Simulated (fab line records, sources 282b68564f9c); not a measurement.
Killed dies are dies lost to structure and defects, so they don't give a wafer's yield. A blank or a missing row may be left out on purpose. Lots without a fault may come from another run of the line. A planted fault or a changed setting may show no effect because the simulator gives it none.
fab line records | flow rit_cmos
record lots=6 wafers=18 last_day=6
route steps=202 shown REOX@100 NLDD@103 M1@202
lots that met no fault: from a run of the same line without faults
start_h: hours from the record's first day to the start of the lot's first wafer shown | wait_h: hours since the lot's step before | " the same as in the row above | L1.1+2: a row that stands for several wafers | - no value, or no start given | * or withheld: withheld | < > ~ a bound
route shown NAME@n: a module of which the file shows steps, and the number in the route of the first | usual: mean/standard deviation of fault-free wafers | same: alike in all rows | chamber/n: place in a boat | sites: the reading at each site | _std_site: their standard deviation | _edge_site: outer sites' mean less inner sites' | radius_mm: how far each site lies from the wafer's centre | mask NAME#n: copy n | behind: the tool/chamber that last shaped the wafer | hold: why the lot was held/for how many hours/how that ended | device: the transistor (n, p or np) that didn't switch | end of line: the same wafers' tests at the end of the route | a step without rows: its recipe alone | killed: dies lost to structure and defects at the first sort, not the wafer's yield | map: a wafer's dies, x killed, . not, _ none there
set.NAME: the setting as run; set.NAME@STEP: as run at that earlier step | model.NAME: the simulator's own value behind a step, which no gauge read
lots at some steps of the route; a table a step, a row a wafer
services: from which hour (start_h, from the record's first day; less than 0 if before it) a tool's chamber was out of use, for how many hours, and why
## steps
# step RIT_REOX_CLEAN_02
# recipe chemistry=SC2 mix=3:3:50 time_s=600 temp_c=75 dry=n2_spin
# step RIT_REOX_OXIDATION_03
# recipe temp_c=900 ambient=O2 target_thk_a=252 ox_time_s=5580
# step RIT_REOX_THK_MEAS_04
# recipe reads=SiO2_of_REOX_OXIDATION_03
# usual REOX_OXIDE_THK=25.1/0.34
# columns lot.wafer tool chamber start_h wait_h REOX_OXIDE_THK[nm]
L169.2 film_metro-02 - 75.85 0.0 25.7
L169.4 " - " " 26.1
L169.5 " - " " 25.8
L173.2 film_metro-02 - 96.15 0.0 25.7
L173.3 " - " " 25.6
L173.6 " - " " 25.7
L174.2 film_metro-02 - 102.58 0.0 25.7
L174.4 " - " " 25.8
L174.5 " - " " 25.6
L178.1 film_metro-02 - 121.93 0.0 25.0
L178.3 " - " " 24.9
L178.4 " - " " 25.0
L180.3 film_metro-01 - 129.71 0.0 24.8
L180.4 " - " " 25.3
L180.5 " - " " 25.4
L181.1 film_metro-01 - 138.26 0.0 25.4
L181.4 " - " " 25.7
L181.5 " - " " 25.1
# step RIT_NLDD_HMDS_00
# recipe prime_time_s=60 prime_temp_c=140
# step RIT_NLDD_COAT_01
# recipe resist=NOVOLAK spin_rpm=3250 resist_thk_nm=1000
# step RIT_NLDD_SOFTBAKE_02
# recipe resist=NOVOLAK temp_c=90 time_s=60
# step RIT_NLDD_EXPOSE_03
# recipe mask_id=M7 na=0.57 target_cd_nm=40700 dose_mj=250
# step RIT_NLDD_PEB_04
# recipe resist=NOVOLAK temp_c=withheld time_s=withheld
# step RIT_NLDD_DEVELOP_05
# recipe resist=NOVOLAK develop_time_s=50 dev_temp_c=23
# step RIT_NLDD_OVL_MEAS_06
# usual NLDD_OVL=0.4/1.6
# columns lot.wafer tool chamber start_h wait_h NLDD_OVL[nm]
L169.2 overlay-02 - 76.75 - 0.7
L169.4 " - " " 2.2
L169.5 " - " " -0.1
L173.2 overlay-01 - 97.06 - 1.4
L173.3 " - " " 1.2
L173.6 " - " " 1.4
L174.2 overlay-01 - 103.61 - 3.2
L174.4 " - " " 1.9
L174.5 " - " " 0.5
L178.1 overlay-01 - 122.96 - 0.6
L178.3 " - " " 0.4
L178.4 " - " " -0.4
L180.3 overlay-02 - 130.61 - -1.4
L180.4 " - " " 0.3
L180.5 " - " " -0.7
L181.1 overlay-02 - 139.21 - -1.5
L181.4 " - " " -0.3
L181.5 " - " " 0.8
# step RIT_NLDD_HARDBAKE_07
# recipe resist=NOVOLAK temp_c=140 time_s=60
# step RIT_NLDD_IMPLANT_08
# recipe species=P energy_kev=20 dose_cm2=5e+14 tilt_deg=7
# step RIT_NLDD_STRIP_09
# recipe chemistry=O2 time_s=180 resist=NOVOLAK platen_temp_c=withheld power_w=500 pressure_mtorr=4000 o2_flow_sccm=4000
# usual chamber_pressure_mTorr=4000/3.6 drypump_motor_current_A=5.6/0.46
# columns lot.wafer tool chamber start_h wait_h chamber_pressure_mTorr drypump_motor_current_A rf_hours_counter_h
L169.2 plasma_asher-04 0 77.08 0.1 3997 6.0 44
L169.4 " 1 " " 3998 5.3 -
L169.5 " 0 " " 3998 6.0 -
L173.2 plasma_asher-04 0 97.39 0.1 2002 6.0 47
L173.3 " 1 " " 2000 5.3 -
L173.6 " 0 " " 2001 6.0 -
L174.2 plasma_asher-03 0 103.94 0.1 4002 5.5 33
L174.4 " 0 " " 4004 5.5 -
L174.5 " 1 " " 3990 5.5 -
L178.1 plasma_asher-04 1 123.30 0.1 1999 5.3 50
L178.3 " 0 " " 2000 6.0 -
L178.4 " 1 " " 2003 5.3 -
L180.3 plasma_asher-01 1 130.99 0.1 4000 5.0 -
L180.4 " 0 " " 4003 6.5 -
L180.5 " 1 " " 3999 5.0 -
L181.1 plasma_asher-03 1 139.55 0.1 3999 5.4 37
L181.4 " 1 " " 4003 5.5 -
L181.5 " 1 " " 4000 5.5 -
# step RIT_NLDD_TW_MEAS_10
# usual NLDD_TW=2488/11
# columns lot.wafer tool chamber start_h wait_h NLDD_TW
L169.2 film_metro-02 - 77.27 0.1 2469
L169.4 " - " " 2475
L169.5 " - " " 2470
L173.2 film_metro-04 - 97.57 0.1 2499
L173.3 " - " " 2501
L173.6 " - " " 2480
L174.2 film_metro-02 - 104.12 0.1 2473
L174.4 " - " " 2481
L174.5 " - " " 2497
L178.1 film_metro-04 - 123.47 0.1 2485
L178.3 " - " " 2500
L178.4 " - " " 2489
L180.3 film_metro-03 - 131.13 0.1 2492
L180.4 " - " " 2473
L180.5 " - " " 2474
L181.1 film_metro-02 - 139.72 0.1 2473
L181.4 " - " " 2478
L181.5 " - " " 2479
# step RIT_M1_PROBE_99
# usual killed_at_contacts=0.0/0.22 killed_at_front_end=7/3.1 killed_dies=7/3.1 killed_on_rim=1.6/1.3 killed_open=3.5/2.2 killed_short=3.3/1.9
# same gross_dies=264 killed_at_M0_to_M3=0 killed_at_M4_up=0 killed_at_back_side=0 killed_at_other=0
# columns lot.wafer tool chamber start_h wait_h killed_at_contacts killed_at_front_end killed_dies killed_on_rim killed_open killed_short
L169.2 prober-02 - 93.63 0.1 0 6 6 2 4 2
L169.4 prober-02 - 93.73 0.2 0 7 7 0 2 5
L169.5 prober-02 - 93.78 0.2 0 7 7 1 5 2
L173.2 prober-02 - 113.88 0.1 0 7 7 0 5 2
L173.3 prober-02 - 113.93 0.2 0 5 5 0 3 2
L173.6 prober-02 - 114.08 0.2 0 7 7 0 5 2
L174.2 prober-01 - 119.45 0.1 0 5 5 0 3 2
L174.4 prober-01 - 119.55 0.2 0 3 3 2 1 2
L174.5 prober-01 - 119.60 0.2 0 14 14 2 7 7
L178.1 prober-01 - 138.80 0.1 0 8 8 2 6 2
L178.3 prober-01 - 138.90 0.2 1 7 8 2 2 6
L178.4 prober-01 - 138.95 0.2 0 10 10 2 8 2
L180.3 prober-01 - 146.74 0.2 0 7 7 3 3 4
L180.4 prober-01 - 146.79 0.2 0 6 6 2 3 3
L180.5 prober-01 - 146.84 0.2 0 9 9 2 4 5
L181.1 prober-02 - 154.56 0.1 1 3 4 1 3 1
L181.4 prober-02 - 154.71 0.2 0 5 5 2 1 4
L181.5 prober-02 - 154.76 0.2 0 4 4 0 2 2
# killed by level:class
L169.2 REOX:geometric_particle:open=2 GATE:geometric_particle:short=1 GATE:geometric_particle:open=1 SILICIDE:geometric_particle:open=1 SILICIDE:geometric_particle:short=1
L169.4 GATE:geometric_particle:short=2 FOX1:geometric_particle:open=1 FOX1:geometric_particle:short=1 REOX:geometric_particle:open=1 REOX:geometric_particle:short=1 SILICIDE:geometric_particle:short=1
L169.5 GATE:geometric_particle:short=2 GATE:geometric_particle:open=2 REOX:geometric_particle:open=2 SPACER:geometric_particle:open=1
L173.2 GATE:geometric_particle:open=2 FOX2:geometric_particle:open=1 GATE:geometric_particle:short=1 REOX:geometric_particle:open=1 REOX:geometric_particle:short=1 SPACER:geometric_particle:open=1
L173.3 GATE:geometric_particle:open=2 FOX2:geometric_particle:short=1 REOX:geometric_particle:open=1 SILICIDE:geometric_particle:short=1
L173.6 GATE:geometric_particle:open=2 GATE:geometric_particle:short=2 REOX:geometric_particle:open=2 FOX2:geometric_particle:open=1
L174.2 GATE:geometric_particle:open=2 GATE:geometric_particle:short=1 REOX:geometric_particle:open=1 SILICIDE:geometric_particle:short=1
L174.4 FOX1:geometric_particle:open=1 FOX1:geometric_particle:short=1 SPACER:geometric_particle:short=1
L174.5 FOX1:geometric_particle:open=4 GATE:geometric_particle:short=2 SILICIDE:geometric_particle:short=2 FOX1:geometric_particle:short=1 GATE:geometric_particle:open=1 REOX:geometric_particle:open=1 REOX:geometric_particle:short=1 SPACER:geometric_particle:short=1
L178.1 SPACER:geometric_particle:open=3 GATE:geometric_particle:short=2 FOX1:geometric_particle:open=1 GATE:geometric_particle:open=1 REOX:geometric_particle:open=1
L178.3 REOX:geometric_particle:short=3 GATE:geometric_particle:short=1 GATE:geometric_particle:open=1 SPACER:geometric_particle:short=1 SILICIDE:geometric_particle:open=1 CONTACT:geometric_particle:short=1
L178.4 GATE:geometric_particle:open=3 FOX1:geometric_particle:open=2 SILICIDE:geometric_particle:open=2 GATE:geometric_particle:short=1 REOX:geometric_particle:open=1 SPACER:geometric_particle:short=1
L180.3 FOX1:geometric_particle:open=2 REOX:geometric_particle:short=2 GATE:geometric_particle:open=1 SPACER:geometric_particle:short=1 SILICIDE:geometric_particle:short=1
L180.4 GATE:geometric_particle:short=2 GATE:geometric_particle:open=1 REOX:geometric_particle:short=1 REOX:geometric_particle:open=1 SPACER:geometric_particle:open=1
L180.5 REOX:geometric_particle:short=3 GATE:geometric_particle:short=2 GATE:geometric_particle:open=2 SPACER:geometric_particle:open=1 SILICIDE:geometric_particle:open=1
L181.1 SPACER:geometric_particle:open=1 SILICIDE:geometric_particle:open=1 SILICIDE:geometric_particle:short=1 CONTACT:geometric_particle:open=1
L181.4 SILICIDE:geometric_particle:short=2 FOX1:geometric_particle:short=1 FOX2:geometric_particle:open=1 GATE:geometric_particle:short=1
L181.5 GATE:geometric_particle:open=2 GATE:geometric_particle:short=1 SILICIDE:geometric_particle:short=1
## services
# columns tool chamber start_h hours kind
plasma_asher-04 - 99.22 2.8 pm
plasma_asher-03 - 114.53 2.8 pm
## key
first_sign step=RIT_NLDD_STRIP_09 reading=chamber_pressure_mTorr direction=down sigmas=99+ usual=4000 struck=2001
effect none on later readings
met_at RIT_NLDD_STRIP_09
struck_wafers L173.2,L173.3,L173.6,L178.1,L178.3,L178.4
tester_left_out L173,L178
onset_between 77.08 97.39
fault kind=process_parameter_drift tool=plasma_asher-04 chamber=- onset_h=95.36 steps=RIT_NLDD_STRIP_09 channel=pressure_mtorr offset=-2000 shape=step end_h=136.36 acts_in=these_recipes_only stated=4000
# tester_left_out: of these lots the tester's yield and bins aren't shown, on N5 and GAA mostly nor the transistor test; their killed dies are dies lost to structure and defects alone, not to doping, threshold or leakage, so they don't give the yield
